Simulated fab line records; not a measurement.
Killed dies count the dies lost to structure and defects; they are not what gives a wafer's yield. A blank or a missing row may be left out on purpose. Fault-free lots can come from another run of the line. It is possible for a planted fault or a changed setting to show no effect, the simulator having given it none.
Which of the tools did it? | flow rit cmos | 36 wafers from 12 lots sampled at 3 of the route's 202 steps

## WHAT THE GAUGES READ, wafer by wafer
RIT_M1_RS_MEAS_01: measures by four-point-probe. Usual: for M1_AL_RS the level is 0.0733 ohm/sq and the standard deviation is 0.00083.
lot  | measured    | on            | M1_AL_RS (ohm/sq)    | flag
L284 | day 3 11:39 | film metro-01 | 0.0724 0.0732 0.0729 |
L285 | day 3 18:54 | film metro-02 | 0.0734 0.0748 0.0739 |
L286 | day 3 22:14 | film metro-02 | 0.0743 0.0746 0.0738 |
L291 | day 4 17:38 | film metro-02 | 0.0724 0.0724 0.0655 | OFF
L296 | day 5 18:55 | film metro-03 | 0.0726 0.0736 0.0722 |
L298 | day 6 06:17 | film metro-01 | 0.0728 0.0737 0.0743 |
L300 | day 6 15:38 | film metro-02 | 0.0721 0.0733 0.0718 |
L302 | day 7 02:40 | film metro-01 | 0.0740 0.0726 0.0732 |
L304 | day 7 10:56 | film metro-03 | 0.0734 0.0738 0.0746 |
L305 | day 7 17:40 | film metro-02 | 0.0724 0.0722 0.0728 |
L306 | day 8 01:26 | film metro-02 | 0.0722 0.0719 0.0733 |
L307 | day 8 04:56 | film metro-03 | 0.0749 0.0729 0.0727 |

RIT_M1_THK_MEAS_02: measures by xrf. Usual: for M1_AL_THK the level is 395 nm and the standard deviation is 4.7.
lot  | measured    | on            | M1_AL_THK (nm) | flag
L284 | day 3 11:46 | film metro-01 | 398 394 399    |
L285 | day 3 19:01 | film metro-02 | 399 389 397    |
L286 | day 3 22:19 | film metro-02 | 393 393 397    |
L291 | day 4 17:45 | film metro-02 | 401 404 445    | OFF
L296 | day 5 19:02 | film metro-03 | 399 391 399    |
L298 | day 6 06:23 | film metro-01 | 397 393 389    |
L300 | day 6 15:45 | film metro-02 | 400 396 403    |
L302 | day 7 02:46 | film metro-01 | 389 396 392    |
L304 | day 7 11:04 | film metro-03 | 394 394 388    |
L305 | day 7 17:47 | film metro-02 | 403 403 399    |
L306 | day 8 01:34 | film metro-02 | 402 405 398    |
L307 | day 8 05:03 | film metro-03 | 386 397 398    |

## EACH LOT AND THE TOOL THAT RAN IT (in order: tool; ch and the chambers of the sampled wafers; start)
lot  | RIT_M1_SPUTTER_00
L284 | pvd sputter-03, day 3 11:22
L285 | pvd sputter-04, day 3 18:36
L286 | pvd sputter-04, day 3 21:53
L291 | pvd sputter-04, day 4 17:20
L296 | pvd sputter-02, day 5 18:38
L298 | pvd sputter-02, day 6 05:58
L300 | pvd sputter-02, day 6 15:20
L302 | pvd sputter-02, day 7 02:20
L304 | pvd sputter-02, day 7 10:38
L305 | pvd sputter-04, day 7 17:22
L306 | pvd sputter-02, day 8 01:09
L307 | pvd sputter-04, day 8 04:38
- RIT_M1_SPUTTER_00: material Al, target thk 400 nm, time 500 s.

## WHAT THE TOOLS THEMSELVES READ (means of the sampled wafers that have a number; where no wafer has one, the mark that the record gives instead)
RIT_M1_SPUTTER_00. Usual: substrate temp c 24.99 C, standard deviation 0.095; throttle valve pct 30.0 %, standard deviation 0.85.
lot  | tool           | substrate temp c (C) | throttle valve pct (%) | flag
L284 | pvd sputter-03 | 25.02                | 30.6                   |
L285 | pvd sputter-04 | 24.98                | 29.5                   |
L286 | pvd sputter-04 | 25.12                | 28.9                   |
L291 | pvd sputter-04 | 24.95                | 29.9                   |
L296 | pvd sputter-02 | 25.05                | 30.6                   |
L298 | pvd sputter-02 | 25.00                | 30.8                   |
L300 | pvd sputter-02 | 25.04                | 30.5                   |
L302 | pvd sputter-02 | 24.88                | 30.7                   |
L304 | pvd sputter-02 | 25.03                | 30.9                   |
L305 | pvd sputter-04 | 24.94                | 30.1                   |
L306 | pvd sputter-02 | 24.90                | 30.0                   |
L307 | pvd sputter-04 | 25.04                | 30.0                   |

## THE ANSWER, worked out from the rows above alone
Rule: take the mean of a lot's wafers that have a number; if it is more than 3 standard deviations from the usual mean, the lot is off. A lot without any number at a reading at which 4 lots or more have one is off too. All remaining lots with rows at the step are treated as sound. Order of review: gauges by route order, followed by the tools' own readings, for which a lot's mean as printed above is used. At the first step where some lot is off, the reading lying furthest off is the one used; lots without a number count as furthest.
Off: at RIT_M1_RS_MEAS_01 (M1_AL_RS), L291.
If a tool, at a process step before that reading, ran all the lots that are off and no sound lot after the first of them, it fits. Those tools and the gauges at RIT_M1_RS_MEAS_01 are tried in the same way. Not one of the candidates tried fits.

## WHAT THE SIMULATOR HAD PUT IN
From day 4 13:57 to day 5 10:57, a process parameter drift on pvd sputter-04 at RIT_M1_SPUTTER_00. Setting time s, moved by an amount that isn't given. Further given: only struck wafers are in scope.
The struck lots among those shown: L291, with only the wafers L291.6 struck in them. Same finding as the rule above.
